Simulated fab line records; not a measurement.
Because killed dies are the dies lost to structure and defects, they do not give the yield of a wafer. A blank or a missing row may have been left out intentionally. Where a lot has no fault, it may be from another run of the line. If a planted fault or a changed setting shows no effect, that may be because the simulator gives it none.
Code-filled problem report in 8D (eight disciplines) form ; flow berkeley cmos170 ; the parts of the form that need people (team, actions taken, sign-off) are left out

## 1. WHAT IS WRONG
UCB170_ACTIVE_STRIP_16, strip time to endpoint s: mean 17.00 s over 1 wafer from 1 lot; wafers with no fault: 18.09 s, standard deviation 0.096. That puts it -11 standard deviations away from the usual mean.
The step: strips in O2.
Earliest sighting: wafer L307.4 on plasma asher-02 at day 7 09:32. Wafers with a number at this step in the record: 39, from 13 lots. By rule, "out" or "out of limits" means more than 4 standard deviations away from the usual mean. The rest of the wafers with a number are treated as sound.

## 2. WHAT THIS IS AND IS NOT
question;is;is not
which readings at this step;strip time to endpoint s;drypump motor current A, oes product au
which lots;L307;L294, L295, L296, L297, L298, L299, L308, L311, L312, L314, L316, L317
which wafers of those lots;L307.4;L307.3, L307.6
read on which tools;plasma asher-02;plasma asher-03, plasma asher-04
when;from day 7 09:32;"up to then (20 sound wafers); but 18 sound wafers of L308, L311, L312, L314, L316, L317 came after"

## 3. SUSPECTS, AND WHAT RULES EACH OUT
Counting: a tool at a process step up to the reading stays a suspect if it ran every lot that is out. Sound lots after the first of them don't rule it out here, since some wafers of a struck lot are sound.
- rie diel-02 at UCB170_ACTIVE_ETCH_15 (etches Si3N4 in CH3F/Ar/O2, stops on SiO2, target depth 242 nm, time 151 s): kept. The lot that is out, L307, ran on it at day 7 09:24; the last sound lot it ran before that was L298, at day 5 19:38.
- plasma asher-02 at UCB170_ACTIVE_STRIP_16 (strips in O2): kept. The lot that is out, L307, ran on it at day 7 09:32; the last sound lot it ran before that was L297, at day 5 20:20. On those wafers its own readings are out: strip time to endpoint s.
- Within rie diel-02 at UCB170_ACTIVE_ETCH_15: the wafers that are out ran in chamber 2; their sound lot-mates ran in chamber 1.
- Within plasma asher-02 at UCB170_ACTIVE_STRIP_16: the wafers that are out ran in chamber 1; their sound lot-mates ran in chamber 0.
The count leaves plasma asher-02 at UCB170_ACTIVE_STRIP_16 and rie diel-02 at UCB170_ACTIVE_ETCH_15.

## 4. THE CAUSE (what the simulator had put in)
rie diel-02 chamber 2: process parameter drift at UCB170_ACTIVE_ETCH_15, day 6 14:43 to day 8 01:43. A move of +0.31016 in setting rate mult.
After counting, 2 suspects remain, this tool included.

## 5. THE CHAIN OF EFFECTS, in route order
One row per reading whose mean, taken over the struck wafers that have a number, lies over 3 standard deviations from the usual. Only readings for which the record gives a usual standard deviation are gone through. hours: the time from each lot's start at the first step in this table that gives one to its start at this step, as a median over the lots. sigmas: the change in usual standard deviations.
hours;step;reading;usual;on struck wafers;change;sigmas
0;UCB170_ACTIVE_STRIP_16;strip time to endpoint s;18.09 s;17.00;-1.09;-11
It contains these process steps:
- UCB170_ACTIVE_STRIP_16: strips in O2.
Later measuring or inspecting steps at which every struck wafer that the step has a row for has a number for every such reading, and none has moved that far: UCB170_SCREENOX_THK_MEAS_02, UCB170_V2_CD_MEAS_12.

## 6. WHAT WOULD HAVE CAUGHT IT SOONER
In this record no reading fell out of limits until day 7 09:32, 19 hours after the fault had begun at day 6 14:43.
Tool readings at UCB170_ACTIVE_ETCH_15 with a usual standard deviation given in the record: none out on any struck wafer, hence no alarm at a limit of 4 standard deviations on them.
Lots out: 1; all had begun UCB170_ACTIVE_ETCH_15 on rie diel-02 by day 7 09:32. Tool hold at that time: it would have spared none of them.
